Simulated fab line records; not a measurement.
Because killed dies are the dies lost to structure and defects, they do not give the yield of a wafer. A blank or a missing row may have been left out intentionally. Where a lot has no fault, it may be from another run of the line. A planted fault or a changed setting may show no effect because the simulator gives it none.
Which tool was responsible?    flow berkeley_cmos170    14 lots, 42 wafers sampled, at 3 steps of a route of 331

== WHAT EACH GAUGE READ, for each wafer ==
UCB170_PWELL_TW_MEAS_17.
lot   measured     on             PWELL_TW
L362  day 2 23:21  film_metro-02  378.2 379.6 378.9
L364  day 3 16:33  film_metro-01  380.6 380.6 383.6
L366  day 3 16:47  film_metro-04  375.1 378.0 376.7
L367  day 4 00:55  film_metro-01  380.3 377.2 377.8
L370  day 4 15:31  film_metro-02  380.1 380.4 380.6
L373  day 5 05:15  film_metro-04  381.1 376.9 378.5
L376  day 6 05:56  film_metro-04  376.7 379.0 377.9
L378  day 6 16:32  film_metro-04  376.0 375.5 377.6
L377  day 6 16:34  film_metro-01  379.8 379.9 381.3
L379  day 6 23:18  film_metro-01  380.7 383.4 383.0
L381  day 7 16:16  film_metro-02  381.1 377.9 380.2
L382  day 7 16:30  film_metro-01  381.5 381.6 382.3
L384  day 7 22:40  film_metro-04  378.4 378.9 377.1
L385  day 7 22:44  film_metro-02  380.1 379.6 379.3

UCB170_GATE_THK_MEAS_05.
lot   measured      on             GATE_POLY_THK (nm)
L362  day 6 02:58   film_metro-02  216.6 217.1 215.9
L364  day 7 01:10   film_metro-01  216.1 214.2 215.1
L366  day 7 01:10   film_metro-02  210.4 210.7 211.3
L367  day 7 04:37   film_metro-02  214.3 213.3 213.4
L370  day 7 23:02   film_metro-02  210.8 212.2 211.5
L373  day 8 14:55   film_metro-01  212.7 213.2 215.8
L376  day 9 00:14   film_metro-03  216.2 216.1 215.3
L378  day 9 06:19   film_metro-02  215.3 215.8 214.9
L377  day 9 06:20   film_metro-03  212.5 213.4 211.6
L379  day 9 16:53   film_metro-01  216.4 214.1 215.0
L381  day 10 04:05  film_metro-01  214.9 216.0 217.0
L382  day 10 04:05  film_metro-02  215.8 215.4 215.7
L384  day 11 03:44  film_metro-01  210.6 209.8 211.0
L385  day 11 03:44  film_metro-03  217.3 215.4 216.3

== WHICH TOOL RAN EACH LOT (tool, then ch and the chambers of the sampled wafers, then the start) ==
lot   UCB170_PFIELD_IMPLANT_07
L362  implanter-02 ch 0, day 4 01:09
L364  implanter-02 ch 0, day 4 21:11
L366  implanter-04 ch 0, day 4 21:54
L367  implanter-01 ch 0, day 5 06:09
L370  implanter-01 ch 0, day 6 01:55
L373  implanter-02 ch 0, day 7 06:22
L376  implanter-02 ch 0, day 7 10:27
L378  implanter-01 ch 0, day 7 18:42
L377  implanter-04 ch 0, day 7 18:29
L379  implanter-01 ch 0, day 8 03:19
L381  implanter-04 ch 0, day 8 16:10
L382  implanter-01 ch 0, day 8 16:19
L384  implanter-01 ch 0, day 9 10:45
L385  implanter-01 ch 0, day 9 11:12
- UCB170_PFIELD_IMPLANT_07

== AS READ BY THE TOOLS THEMSELVES (means over the sampled wafers that have a number; for cases with no such wafer, the mark the record gives instead) ==
UCB170_PFIELD_IMPLANT_07.
lot   tool          beam_energy_keV  end_station_pressure_torr (Torr)
L362  implanter-02  79.980           4.98e-06
L364  implanter-02  79.997           5.06e-06
L366  implanter-04  79.985           5.17e-06
L367  implanter-01  80.009           5.02e-06
L370  implanter-01  79.990           5.07e-06
L373  implanter-02  81.022           5.13e-06
L376  implanter-02  81.027           5.26e-06
L378  implanter-01  79.994           5.01e-06
L377  implanter-04  80.005           5.16e-06
L379  implanter-01  80.008           5.01e-06
L381  implanter-04  80.026           5.02e-06
L382  implanter-01  79.988           5.21e-06
L384  implanter-01  80.000           4.83e-06
L385  implanter-01  80.001           5.40e-06

== THE ANSWER, worked out from the rows above alone ==
Rule: usual is defined by the lots themselves. Put in order of their means at a reading, lots are off if they are a third of the lots or fewer, leave a main group of 4 or more, and stand apart from it by a gap of 3 or more times the standard deviation of the main group's means; of several such gaps the widest counts. A main group whose means are all the same, to the digits that the tables above print for the reading, isn't used. Also off: a lot with no number at a reading for which 4 or more lots have one. All remaining lots with rows at the step are treated as sound. Order of review: gauges by route order, followed by the tools' own readings, for which a lot's mean as printed above is used. At the first step where some lot is off, the reading lying furthest off is the one used; lots without a number count as furthest.
Off, at UCB170_PFIELD_IMPLANT_07 on beam_energy_keV: L373, L376. The main group: mean 79.999, standard deviation 0.012.
If a tool, at that step or one of the process steps before it, ran each lot that is off and ran no sound lot following the first of them, it fits. One candidate fits, namely implanter-02 at UCB170_PFIELD_IMPLANT_07. A fault onset in the window from L364 (day 4 21:11, its last sound lot) to L373 (day 7 06:22, its first lot off) fits.
On the lots that are off, the tool's own readings at UCB170_PFIELD_IMPLANT_07 differ by more than 5 times the standard deviation of the sound lots' means, which bears it out; beam_energy_keV reads 81.025 there versus 79.999 on the sound lots.

== WHAT THE SIMULATOR HAD PUT IN ==
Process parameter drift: implanter-02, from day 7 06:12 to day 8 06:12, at UCB170_PFIELD_IMPLANT_07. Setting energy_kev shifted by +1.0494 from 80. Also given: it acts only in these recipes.
Lots struck among those shown: L373, L376. The rule above found the same.
